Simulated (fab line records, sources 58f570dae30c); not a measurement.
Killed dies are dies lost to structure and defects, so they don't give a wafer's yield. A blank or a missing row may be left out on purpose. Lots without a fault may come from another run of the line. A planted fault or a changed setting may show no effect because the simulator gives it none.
fab line records | flow berkeley_cmos170
record lots=7 wafers=21 last_day=13
route steps=331 shown CONTACT@221
lots that met no fault: from a run of the same line without faults
start_h: hours from the record's first day to the start of the lot's first wafer shown | wait_h: hours since the lot's step before | " the same as in the row above | L1.1+2: a row that stands for several wafers | - no value, or no start given | * or withheld: withheld | < > ~ a bound
route shown NAME@n: a module of which the file shows steps, and the number in the route of the first | usual: mean/standard deviation of fault-free wafers | same: alike in all rows | chamber/n: place in a boat | sites: the reading at each site | _std_site: their standard deviation | _edge_site: outer sites' mean less inner sites' | radius_mm: how far each site lies from the wafer's centre | mask NAME#n: copy n | behind: the tool/chamber that last shaped the wafer | hold: why the lot was held/for how many hours/how that ended | device: the transistor (n, p or np) that didn't switch | end of line: the same wafers' tests at the end of the route | a step without rows: its recipe alone | killed: dies lost to structure and defects at the first sort, not the wafer's yield | map: a wafer's dies, x killed, . not, _ none there
set.NAME: the setting as run; set.NAME@STEP: as run at that earlier step | model.NAME: the simulator's own value behind a step, which no gauge read
lots at some steps of the route; a table a step, a row a wafer
services: from which hour (start_h, from the record's first day; less than 0 if before it) a tool's chamber was out of use, for how many hours, and why
## steps
# step UCB170_CONTACT_SOFTBAKE_05
# recipe resist=KrF temp_c=130 time_s=60
# step UCB170_CONTACT_STRIP_06
# recipe chemistry=O2 power_w=400 pressure_mtorr=3500 platen_temp_c=withheld o2_flow_sccm=400 overash_fraction=0.5
# usual drypump_motor_current_A=5.5/0.43 oes_product_au=0.735/0.0049 strip_time_to_endpoint_s=21.97/0.069
# columns lot.wafer tool chamber start_h wait_h drypump_motor_current_A oes_product_au rf_hours_counter_h strip_time_to_endpoint_s
L376.1 plasma_asher-01 0 202.38 0.1 6.0 0.737 50 21.95
L376.3 " 0 " " 6.0 0.731 - 21.90
L376.5 " 0 " " 6.0 0.737 - 21.94
L379.1 plasma_asher-03 0 202.83 0.1 4.8 0.735 9 22.00
L379.4 " 1 " " 5.6 0.731 - 21.96
L379.6 " 0 " " 4.8 0.726 - 21.97
L381.4 plasma_asher-02 0 219.82 0.1 5.6 0.737 - 22.04
L381.5 " 0 " " 5.6 0.747 - 22.05
L381.6 " 1 " " 5.1 0.744 - 21.96
L383.1 plasma_asher-02 0 228.68 0.1 5.6 0.731 49 21.92
L383.2 " 1 " " 5.1 0.732 49 21.97
L383.4 " 0 " " 5.6 0.731 - 22.04
L382.2 plasma_asher-03 0 230.26 0.1 4.8 0.728 12 21.91
L382.3 " 1 " " 5.6 0.737 - 21.97
L382.4 " 0 " " 4.8 0.726 - 21.95
L390.1 plasma_asher-01 1 264.13 0.1 6.0 0.742 57 22.00
L390.3 " 1 " " 6.0 0.741 - 22.06
L390.6 " 1 " " 6.0 0.732 - 21.99
L392.1 plasma_asher-01 1 280.26 0.1 6.0 0.735 59 22.00
L392.4 " 0 " " 6.0 0.734 - 22.04
L392.5 " 0 " " 6.0 0.746 - 21.94
# step UCB170_CONTACT_CLEAN_07
# recipe chemistry=SPM temp_c=120 time_s=600
# step UCB170_CONTACT_RTA_08
# recipe temp_c=900 time_s=10 ambient=N2
# usual lamp_power_pct=26.0/1.5 wafer_temp_C_max=904.1/1.7
# columns lot.wafer tool chamber start_h wait_h lamp_power_pct wafer_temp_C_max
L376.1 rtp_anneal-01 0 202.67 0.0 24.6 903.3
L376.3 " 0 " " 24.6 902.9
L376.5 " 0 " " 24.6 903.2
L379.1 rtp_anneal-01 0 203.16 0.0 24.6 902.4
L379.4 " 0 " " 24.5 903.4
L379.6 " 0 " " 24.6 902.9
L381.4 rtp_anneal-01 0 220.10 0.0 24.6 903.3
L381.5 " 0 " " 24.6 902.0
L381.6 " 0 " " 24.6 903.4
L383.1 rtp_anneal-01 0 228.95 0.0 24.6 901.9
L383.2 " 0 " " 24.6 903.2
L383.4 " 0 " " 24.6 902.9
L382.2 rtp_anneal-02 0 230.55 0.0 27.5 904.4
L382.3 " 0 " " 27.5 904.6
L382.4 " 0 " " 27.6 907.4
L390.1 rtp_anneal-02 0 264.52 0.0 27.5 906.8
L390.3 " 0 " " 27.6 908.8
L390.6 " 0 " " 27.6 906.4
L392.1 rtp_anneal-01 0 280.55 0.0 24.6 902.4
L392.4 " 0 " " 24.6 903.4
L392.5 " 0 " " 24.6 902.7
# step UCB170_CONTACT_COAT_09
# recipe resist=BARC temp_c=withheld time_s=withheld spin_rpm=3000 resist_thk_nm=withheld
# step UCB170_CONTACT_COAT_10
# recipe resist=KrF spin_rpm=1500 resist_thk_nm=900
# step UCB170_CONTACT_SOFTBAKE_11
# recipe resist=KrF temp_c=130 time_s=60
# step UCB170_CONTACT_EXPOSE_12
# recipe mask_id=CONT target_cd_nm=700 na=0.5 sigma_outer=0.6 source_shape=conventional dose_mj=35
# step UCB170_CONTACT_PEB_13
# recipe peb_temp_c=130 peb_time_s=withheld resist=KrF
# step UCB170_CONTACT_DEVELOP_14
# recipe developer=TMAH develop_time_s=45 resist=KrF dev_temp_c=21
# step UCB170_CONTACT_CD_MEAS_15
# recipe target_cd_nm=700
# usual cd_nm=700.4/1.4
# columns lot.wafer tool chamber start_h wait_h cd_nm
L376.1 cd_sem-01 - 205.01 - 701.1
L376.3 " - " " 699.8
L376.5 " - " " 700.3
L379.1 cd_sem-01 - 205.16 - 700.4
L379.4 " - " " 700.2
L379.6 " - " " 700.5
L381.4 cd_sem-01 - 222.64 - 700.3
L381.5 " - " " 699.4
L381.6 " - " " 700.8
L383.1 cd_sem-02 - 229.98 - 700.7
L383.2 " - " " 700.7
L383.4 " - " " 701.1
L382.2 cd_sem-01 - 231.73 - 700.4
L382.3 " - " " 700.3
L382.4 " - " " 701.5
L390.1 cd_sem-01 - 266.34 - 699.5
L390.3 " - " " 699.0
L390.6 " - " " 700.5
L392.1 cd_sem-01 - 282.55 - 700.8
L392.4 " - " " 701.5
L392.5 " - " " 700.8
# step UCB170_CONTACT_OVL_MEAS_16
# usual CONTACT_OVL=0/5.2
# columns lot.wafer tool chamber start_h wait_h CONTACT_OVL[nm]
L376.1 overlay-01 - 205.13 0.1 10
L376.3 " - " " 7
L376.5 " - " " 6
L379.1 overlay-01 - 205.28 0.1 0
L379.4 " - " " 0
L379.6 " - " " -3
L381.4 overlay-02 - 222.71 0.1 -7
L381.5 " - " " -6
L381.6 " - " " -3
L383.1 overlay-01 - 230.10 0.1 0
L383.2 " - " " -2
L383.4 " - " " 2
L382.2 overlay-01 - 231.84 0.1 -13
L382.3 " - " " -9
L382.4 " - " " -7
L390.1 overlay-02 - 266.46 0.1 0
L390.3 " - " " -3
L390.6 " - " " 2
L392.1 overlay-01 - 282.67 0.1 0
L392.4 " - " " -3
L392.5 " - " " -4
# step UCB170_CONTACT_ETCH_17
# recipe chemistry=N2/H2 target_depth_a=withheld overetch_a=withheld target=BARC time_s=withheld source_w=500 bias_w=100 pressure_mtorr=30 n2_flow_sccm=100 h2_flow_sccm=200
# usual bias_w=100.05/0.28 drypump_motor_current_A=5.6/0.34 oes_product_au=1.004/0.016 throttle_valve_pct=13.35/0.23
# columns lot.wafer tool chamber start_h wait_h bias_w drypump_motor_current_A oes_product_au throttle_valve_pct
L376.1 rie_diel-01 2 205.17 0.0 99.93 5.3 1.001 13.48
L376.3 " 0 " " 99.07 5.0 0.997 13.25
L376.5 " 1 " " 99.76 5.6 1.019 13.70
L379.1 rie_diel-02 2 205.32 0.0 100.14 6.2 1.006 13.31
L379.4 " 3 " " 99.91 6.1 0.970 13.58
L379.6 " 0 " " 100.17 5.8 1.023 13.41
L381.4 rie_diel-01 2 222.75 0.0 100.52 5.3 0.870 13.48
L381.5 " 1 " " 100.40 5.6 0.895 13.68
L381.6 " 3 " " 100.41 5.3 0.837 13.11
L383.1 rie_diel-01 2 230.14 0.0 100.00 5.4 0.884 13.49
L383.2 " 1 " " 99.87 5.6 0.880 13.69
L383.4 " 1 " " 99.47 5.6 0.884 13.68
L382.2 rie_diel-01 3 231.87 0.0 100.44 5.3 0.851 13.12
L382.3 " 2 " " 99.35 5.4 0.871 13.48
L382.4 " 1 " " 99.80 5.6 0.888 13.69
L390.1 rie_diel-03 2 266.50 0.0 100.08 5.6 1.033 12.84
L390.3 " 3 " " 99.65 5.6 0.987 13.09
L390.6 " 0 " " 99.96 5.9 1.005 13.31
L392.1 rie_diel-02 2 282.71 0.0 99.95 6.3 1.002 13.30
L392.4 " 0 " " 100.27 5.8 1.011 13.42
L392.5 " 0 " " 100.29 5.8 1.013 13.40
# step UCB170_CONTACT_ETCH_18
# recipe chemistry=CHF3/CF4/Ar target=PSG stop_on=TiSi2 CHF3_flow_sccm=45 cf4_flow_sccm=15 Ar_flow_sccm=150 pressure_mtorr=200 rf_w=700 target_depth_a=8400 over_etch_frac=0.2 time_s=195
# usual CHF3_flow_sccm=45.00/0.13 cf4_flow_sccm=15.00/0.047 drypump_motor_current_A=5.6/0.33 oes_product_au=0.896/0.013 throttle_valve_pct=6.95/0.14
# columns lot.wafer tool chamber start_h wait_h CHF3_flow_sccm cf4_flow_sccm drypump_motor_current_A oes_product_au rf_hours_counter_h throttle_valve_pct
L376.1 rie_diel-01 2 - - 45.07 15.04 5.4 0.891 6 6.96
L376.3 " 0 " " 44.82 14.90 5.0 0.905 7 6.88
L376.5 " 1 " " 44.96 14.90 5.6 0.902 - 7.21
L379.1 rie_diel-02 2 - - 44.98 15.00 6.3 0.900 76 6.92
L379.4 " 3 " " 45.22 15.02 6.1 0.893 8 7.10
L379.6 " 0 " " 45.21 15.00 5.9 0.902 - 6.96
L381.4 rie_diel-01 2 - - 44.96 14.97 5.3 0.889 - 6.96
L381.5 " 1 " " 44.91 14.97 5.6 0.902 - 7.22
L381.6 " 3 " " 44.95 15.05 5.3 0.879 - 6.89
L383.1 rie_diel-01 2 - - 44.93 14.97 5.4 0.897 8 6.94
L383.2 " 1 " " 45.17 14.86 5.6 0.919 93 7.19
L383.4 " 1 " " 45.21 14.98 5.6 0.914 - 7.21
L382.2 rie_diel-01 3 - - 45.22 15.05 5.3 0.876 1 6.91
L382.3 " 2 " " 44.91 14.93 5.4 0.890 8 6.96
L382.4 " 1 " " 44.79 14.98 5.6 0.906 93 7.23
L390.1 rie_diel-03 2 - - 45.00 14.99 5.6 0.921 62 6.73
L390.3 " 3 " " 44.88 15.02 5.6 0.884 100 6.74
L390.6 " 0 " " 45.10 14.97 5.9 0.906 - 6.89
L392.1 rie_diel-02 2 - - 44.97 15.03 6.3 0.897 80 6.90
L392.4 " 0 " " 44.80 15.04 5.9 0.898 21 6.96
L392.5 " 0 " " 44.78 14.99 5.9 0.896 - 6.96
## services
# columns tool chamber start_h hours kind
rie_diel-02 3 186.09 5.8 repair
rie_diel-01 3 186.71 - clean
rie_diel-01 3 186.71 22.3 scheduled_down
rie_diel-01 3 186.71 22.3 vent_cycle
rie_diel-02 3 195.45 7.5 repair
rie_diel-01 0 206.95 24.7 repair
plasma_asher-03 - 233.96 5.4 repair
rie_diel-03 1 239.10 4.1 repair
rie_diel-02 1 247.23 30.3 repair
## key
first_sign step=UCB170_CONTACT_ETCH_17 reading=oes_product_au direction=down sigmas=8.3 usual=1.004 struck=0.873
effect none on later readings
met_at UCB170_CONTACT_ETCH_17
struck_wafers L381.4,L381.5,L381.6,L382.2,L382.3,L382.4,L383.1,L383.2,L383.4
sort_left_out L383.1,L383.2,L383.4
tester_left_out L381,L382,L383
onset_between 205.17 222.75
fault kind=process_parameter_drift tool=rie_diel-01 chamber=- onset_h=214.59 steps=UCB170_CONTACT_ETCH_17 channel=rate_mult offset=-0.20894 shape=step end_h=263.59
# tester_left_out: of these lots the tester's yield and bins aren't shown, on N5 and GAA mostly nor the transistor test; their killed dies are dies lost to structure and defects alone, not to doping, threshold or leakage, so they don't give the yield
# sort_left_out: the simulated sort isn't trusted on such a fault, so these wafers' sort isn't shown, and their yield isn't known
